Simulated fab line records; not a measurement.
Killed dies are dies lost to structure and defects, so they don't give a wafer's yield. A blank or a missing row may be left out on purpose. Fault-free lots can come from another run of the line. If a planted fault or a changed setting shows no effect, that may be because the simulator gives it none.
Chamber matching	flow berkeley_cmos170	UCB170_GATE_ETCH_14 on rie_diel-03 has 4 sister chambers
The step etches BARC in N2/H2. 8 wafers are shown with their chamber, then 7 later ones without.

## WAFERS PAIRED WITH THEIR CHAMBERS
wafer	chamber	throttle_valve_pct (%)	oes_product_au (a.u.)
L173.2	0	13.47	1.048
L176.1	1	13.15	0.970
L176.2	2	13.15	0.995
L176.5	0	13.45	1.040
L181.4	2	13.17	0.982
L181.5	1	13.15	0.984
L188.3	3	13.68	1.004
L188.5	3	13.67	0.996

## WAFERS WITH NO CHAMBER GIVEN
wafer	throttle_valve_pct (%)	oes_product_au (a.u.)
L188.6	13.14	0.996
L190.1	13.47	1.057
L190.3	13.66	1.005
L190.6	13.15	1.004
L194.1	13.14	0.988
L194.2	13.14	0.990
L194.4	13.68	1.002

## WHICH CHAMBER EACH ONE RAN IN
wafer	from the rows above	in truth
L188.6	can't be placed: 2 or 1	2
L190.1	0	0
L190.3	3	3
L190.6	can't be placed: 2 or 1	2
L194.1	can't be placed: 1 or 2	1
L194.2	can't be placed: 2 or 1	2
L194.4	3	3
Correct placement for 3 of the 7. From these rows, 4 cannot be placed; in 4 the true chamber is one of the candidates. 0 placed wrongly.
How it was worked out, from the rows above alone: a wafer's distance from a chamber is the root of the sum, over the readings, of the square of ((its reading less the chamber's mean) divided by the reading's scatter). If the next closest chamber is less than 2 further off than the closest, the wafer can't be placed; otherwise it belongs to the closest. Each chamber's mean is taken over the wafers shown for it. The scatter: take each reading less its chamber's mean, square it, sum over the shown wafers, divide by the number of wafers less the number of chambers, and take the root.
